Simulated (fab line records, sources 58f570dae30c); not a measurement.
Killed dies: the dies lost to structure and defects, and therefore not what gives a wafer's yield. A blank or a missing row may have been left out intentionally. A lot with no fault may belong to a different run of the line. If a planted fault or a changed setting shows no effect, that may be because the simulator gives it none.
Which tool is to blame? ; flow berkeley_cmos170 ; 15 lots, 45 wafers sampled, at 4 steps of a route of 331

== WHAT THE GAUGES SHOWED, per wafer ==
UCB170_V1_CD_MEAS_12 targets a cd of 700 nm.
lot;measured;on;cd_nm (nm)
L430;day 8 20:52;cd_sem-01;697.6 698.2 696.0
L429;day 8 20:39;cd_sem-01;701.9 699.2 701.7
L426;day 8 21:41;cd_sem-01;700.2 701.7 700.9
L428;day 8 23:00;cd_sem-01;697.3 699.8 700.1
L432;day 9 13:59;cd_sem-01;703.1 703.2 704.2
L435;day 10 00:16;cd_sem-01;700.2 700.9 700.8
L434;day 10 00:25;cd_sem-02;702.2 699.8 701.7
L436;day 10 13:36;cd_sem-01;701.2 701.9 700.2
L438;day 10 15:07;cd_sem-02;695.7 697.2 695.8
L437;day 10 15:04;cd_sem-01;700.6 699.2 699.5
L441;day 11 06:45;cd_sem-02;699.8 699.0 700.0
L445;day 12 13:30;cd_sem-02;699.2 700.2 698.3
L446;day 12 15:03;cd_sem-02;700.9 699.0 699.0
L447;day 12 14:53;cd_sem-01;697.2 698.8 697.7
L448;day 13 04:34;cd_sem-02;698.4 699.2 699.5

UCB170_M3_CD_MEAS_15 targets a cd of 700 nm.
lot;measured;on;cd_nm (nm)
L430;day 9 06:00;cd_sem-02;699.5 700.5 699.4
L429;day 9 05:17;cd_sem-02;698.4 699.3 698.6
L426;day 9 07:01;cd_sem-01;699.1 699.4 700.4
L428;day 9 07:27;cd_sem-01;699.5 701.4 699.5
L432;day 9 21:26;cd_sem-01;698.8 698.5 699.0
L435;day 10 12:10;cd_sem-02;701.1 700.3 701.4
L434;day 10 12:27;cd_sem-01;700.4 702.2 701.1
L436;day 10 22:07;cd_sem-01;699.7 698.1 698.2
L438;day 11 00:37;cd_sem-01;699.5 699.5 700.4
L437;day 10 23:17;cd_sem-02;702.5 701.1 701.5
L441;day 11 15:38;cd_sem-02;698.9 699.2 700.6
L445;day 12 21:18;cd_sem-02;698.3 700.5 700.1
L446;day 12 23:29;cd_sem-02;700.3 700.0 699.5
L447;day 12 22:56;cd_sem-02;701.7 700.9 700.8
L448;day 13 12:04;cd_sem-02;702.1 701.5 700.3

== TOOL THAT RAN EACH LOT (tool first, then ch and the chambers of the sampled wafers, then the start) ==
lot;UCB170_PSD_CLEAN_11;UCB170_M2_STRIP_07
L430;wet_bench-01 ch 3, day 8 02:16;plasma_asher-02 ch 0,1, day 8 22:29
L429;wet_bench-03 ch 1, day 8 02:32;plasma_asher-02 ch 0,1, day 8 22:07
L426;wet_bench-03 ch 2, day 8 02:48;plasma_asher-01 ch 0,1, day 8 23:38
L428;wet_bench-03 ch 0, day 8 02:58;plasma_asher-04 ch 1, day 9 00:36
L432;wet_bench-03 ch 0, day 8 22:58;plasma_asher-04 ch 0,1, day 9 15:25
L435;wet_bench-03 ch 1, day 9 08:19;plasma_asher-04 ch 0,1, day 10 01:41
L434;wet_bench-02 ch 1, day 9 08:42;plasma_asher-01 ch 0,1, day 10 02:02
L436;wet_bench-01 ch 1, day 9 22:32;plasma_asher-04 ch 0,1, day 10 14:56
L438;wet_bench-01 ch 2, day 9 22:52;plasma_asher-02 ch 0,1, day 10 16:56
L437;wet_bench-03 ch 0, day 9 23:13;plasma_asher-01 ch 0,1, day 10 16:44
L441;wet_bench-01 ch 1, day 10 14:05;plasma_asher-01 ch 0,1, day 11 08:06
L445;wet_bench-01 ch 2, day 11 23:09;plasma_asher-02 ch 0, day 12 14:55
L446;wet_bench-01 ch 0, day 11 23:09;plasma_asher-01 ch 0,1, day 12 16:22
L447;wet_bench-01 ch 1, day 11 23:09;plasma_asher-02 ch 1, day 12 16:14
L448;wet_bench-03 ch 0, day 12 13:04;plasma_asher-01 ch 0,1, day 13 05:52
- UCB170_PSD_CLEAN_11: cleans in SPM, time 600 s.
- UCB170_M2_STRIP_07: strips in O2.

== AS READ BY THE TOOLS THEMSELVES (means over the sampled wafers that have a number; for cases with no such wafer, the mark the record gives instead) ==
UCB170_PSD_CLEAN_11.
lot;tool;bath_guard_temp_C (C);bath_heat_duty_pct (%)
L430;wet_bench-01;119.7;12.1
L429;wet_bench-03;119.3;16.5
L426;wet_bench-03;120.2;14.9
L428;wet_bench-03;120.3;10.9
L432;wet_bench-03;120.1;10.5
L435;wet_bench-03;119.4;16.1
L434;wet_bench-02;119.3;17.4
L436;wet_bench-01;120.0;13.3
L438;wet_bench-01;119.7;11.4
L437;wet_bench-03;120.3;10.5
L441;wet_bench-01;120.2;13.2
L445;wet_bench-01;119.6;11.5
L446;wet_bench-01;120.4;12.5
L447;wet_bench-01;120.2;13.0
L448;wet_bench-03;120.2;11.2

UCB170_M2_STRIP_07.
lot;tool;drypump_motor_current_A (A);oes_product_au (a.u.);strip_time_to_endpoint_s (s)
L430;plasma_asher-02;5.9;0.735;21.94
L429;plasma_asher-02;6.1;0.735;21.92
L426;plasma_asher-01;5.8;0.733;22.11
L428;plasma_asher-04;6.1;0.734;22.10
L432;plasma_asher-04;5.8;0.735;21.98
L435;plasma_asher-04;5.9;0.735;21.95
L434;plasma_asher-01;5.5;0.732;22.00
L436;plasma_asher-04;5.9;0.737;21.96
L438;plasma_asher-02;5.9;0.735;22.03
L437;plasma_asher-01;5.5;0.733;21.96
L441;plasma_asher-01;5.5;0.740;21.93
L445;plasma_asher-02;6.4;0.737;21.92
L446;plasma_asher-01;5.8;0.734;21.90
L447;plasma_asher-02;5.7;0.738;21.96
L448;plasma_asher-01;5.8;0.735;21.92

== THE ANSWER, worked out from the rows above alone ==
Rule: usual is defined by the lots themselves. Put in order of their means at a reading, lots are off if they are a third of the lots or fewer, leave a main group of 4 or more, and stand apart from it by a gap of 3 or more times the standard deviation of the main group's means; of several such gaps the widest counts. The tables above print the reading to a certain number of digits; a main group whose means all agree to those digits is not used. Also off: a lot with no number at a reading for which 4 or more lots have one. Any other lot the step has rows for is counted as sound. Order of review: gauges by route order, followed by the tools' own readings, for which a lot's mean as printed above is used. The first step at which some lot is off is used, and at that step the reading that is off furthest; a lot without a number counts as furthest.
No lot is off at any reading shown: from this, nothing can be told.

== WHAT HAD BEEN PUT IN BY THE SIMULATOR ==
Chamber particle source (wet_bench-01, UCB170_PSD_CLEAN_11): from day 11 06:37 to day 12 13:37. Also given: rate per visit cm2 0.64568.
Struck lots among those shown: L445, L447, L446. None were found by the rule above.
